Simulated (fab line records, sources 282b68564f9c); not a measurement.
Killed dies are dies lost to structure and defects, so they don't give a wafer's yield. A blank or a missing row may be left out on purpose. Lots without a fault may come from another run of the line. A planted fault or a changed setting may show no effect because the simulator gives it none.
Which tool did it? | flow rit_cmos | 7 lots, 21 wafers sampled, at 2 steps of a route of 202

WHAT THE GAUGES READ, wafer by wafer
RIT_PWELL_TW_MEAS_10.
lot  | measured    | on            | PWELL_TW
L186 | day 2 05:37 | film_metro-04 | 960 965 963
L188 | day 2 18:41 | film_metro-04 | 967 967 965
L190 | day 3 02:52 | film_metro-03 | 942 943 944
L192 | day 3 17:26 | film_metro-03 | 937 935 940
L200 | day 5 05:29 | film_metro-04 | 968 970 968
L203 | day 5 19:44 | film_metro-03 | 942 941 948
L208 | day 6 18:20 | film_metro-04 | 967 965 962

WHICH TOOL RAN EACH LOT (tool, then ch and the chambers of the sampled wafers, then the start)
lot  | RIT_PWELL_IMPLANT_08
L186 | implanter-04 ch 0, day 2 05:18
L188 | implanter-01 ch 0, day 2 18:23
L190 | implanter-01 ch 0, day 3 02:33
L192 | implanter-03 ch 0, day 3 17:07
L200 | implanter-04 ch 0, day 5 05:10
L203 | implanter-01 ch 0, day 5 19:26
L208 | implanter-01 ch 0, day 6 18:01
- RIT_PWELL_IMPLANT_08

THE ANSWER, worked out from the rows above alone
Rule: what is usual is taken from the lots themselves. Put in order of their means at a reading, lots are off if they are a third of the lots or fewer, leave a main group of 4 or more, and stand apart from it by a gap of 3 or more times the standard deviation of the main group's means; of several such gaps the widest counts. A main group whose means are all the same, to the digits that the tables above print for the reading, isn't used. A lot without any number at a reading at which 4 lots or more have one is off too. The other lots that the step has rows for count as sound.
No lot is off at any reading shown: from this, nothing can be told.

WHAT THE SIMULATOR HAD PUT IN
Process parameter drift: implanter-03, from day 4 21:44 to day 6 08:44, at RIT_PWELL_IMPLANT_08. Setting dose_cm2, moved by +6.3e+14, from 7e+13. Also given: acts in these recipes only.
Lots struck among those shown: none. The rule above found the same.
